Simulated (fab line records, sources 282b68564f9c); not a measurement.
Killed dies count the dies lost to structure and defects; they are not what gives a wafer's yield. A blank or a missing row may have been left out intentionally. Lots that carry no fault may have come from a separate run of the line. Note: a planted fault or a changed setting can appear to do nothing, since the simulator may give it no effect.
Comparing a struck lot with a sound one	flow rit-cmos	15 out of 202 route steps
Sound: the wafers L542.1, L542.2, L542.4. Wafers L551.2, L551.5, L551.6 were the ones struck. The cause comes at the end.
Order at every step that has rows: each side's tool, ch and its chambers, its first start. Under that, the readings that differ: sound wafers	struck wafers	difference of the means	sigmas: that difference in standard deviations of wafers without a fault.
alike: words and numbers the same on both sides, and readings whose means are apart by under 2 such deviations; not compared: readings that were withheld, readings missing a value for some wafer, numbers with overlapping values and no deviation given by the record, and bounds like >300 which may hide the same value.
Wherever a step has rows on one side only, a row that says differs or no value, or a row with sigmas, the two part there. Non-overlapping numbers with no deviation appear without sigmas and do not part them. A reading missing from all wafers of one side parts the sides only when that side holds two or more wafers.

first, 4 steps without rows for these wafers: RIT_PLDD_SOFTBAKE_02 (time 60 s); RIT_PLDD_EXPOSE_03 (exposes mask M8, target cd 40900 nm); RIT_PLDD_PEB_04; RIT_PLDD_DEVELOP_05 (develop time 50 s).
RIT_PLDD_OVL_MEAS_06:
  struck on overlay-01, day 5 18:26; sound on overlay-01, day 3 23:55
  alike: PLDD_OVL
then, 2 steps without rows for these wafers: RIT_PLDD_HARDBAKE_07 (time 60 s); RIT_PLDD_IMPLANT_08.
RIT_PLDD_STRIP_09: strips in O2, time 180 s.
  sound on plasma-asher-04 ch 0,1, day 4 00:16; struck on plasma-asher-04 ch 0,1, day 5 18:46
  alike: chamber-pressure-mTorr, drypump-motor-current-A
  not compared: rf-hours-counter-h
RIT_PLDD_TW_MEAS_10:
  struck on film-metro-04, day 5 18:56; sound on film-metro-02, day 4 00:27
  alike: PLDD_TW
then, 3 steps without rows for these wafers: RIT_SPACER_CLEAN_00 (cleans in SC1, time 600 s); RIT_SPACER_CLEAN_01 (cleans in dHF, time 30 s); RIT_SPACER_CLEAN_02 (cleans in SC2, time 600 s).
RIT_SPACER_CVD_03: deposits Si3N4 from SiH2Cl2/NH3, target thk 250 nm, time 3300 s.
  sound on lpcvd-02 ch 0, day 4 01:32; struck on lpcvd-01 ch 0, day 5 21:28
RIT_SPACER_THK_MEAS_04:
  struck on film-metro-04, day 5 23:23; sound on film-metro-01, day 4 03:27
reading	sound	struck	difference	sigmas
SPACER_NITRIDE_THK (nm)	247.0 251.5 247.2	491.9 495.2 499.0	+246.8	+99 or more
RIT_SPACER_ETCHBACK_05: etches Si3N4 in SF6/CHF3, stops on SiO2, target depth 250 nm, time 240 s.
  sound on rie-diel-04 ch 0,2, day 4 03:31; struck on rie-diel-04 ch 0,1,2, day 5 23:26
reading	sound	struck	difference	sigmas
oes-product-au (a.u.)	0.848 0.841 0.837	1.018 0.988 0.999	+0.160	+11
model.Si3N4_of_SPACER_CVD_03.thk-nm (nm)	193.4 195.8 192.7	385.3 389.9 390.1	+194.5	
model.etch.depth-nm (nm)	246.9 251.4 247.1	313.3 307.3 314.2	+63.1	
  alike: chamber-pressure-mTorr, drypump-motor-current-A, throttle-valve-pct
  not compared: rf-hours-counter-h

WHERE THEY PART
Earliest at RIT_SPACER_THK_MEAS_04; latest, in this record, at RIT_SPACER_ETCHBACK_05.

WHY: what had been put in by the simulator
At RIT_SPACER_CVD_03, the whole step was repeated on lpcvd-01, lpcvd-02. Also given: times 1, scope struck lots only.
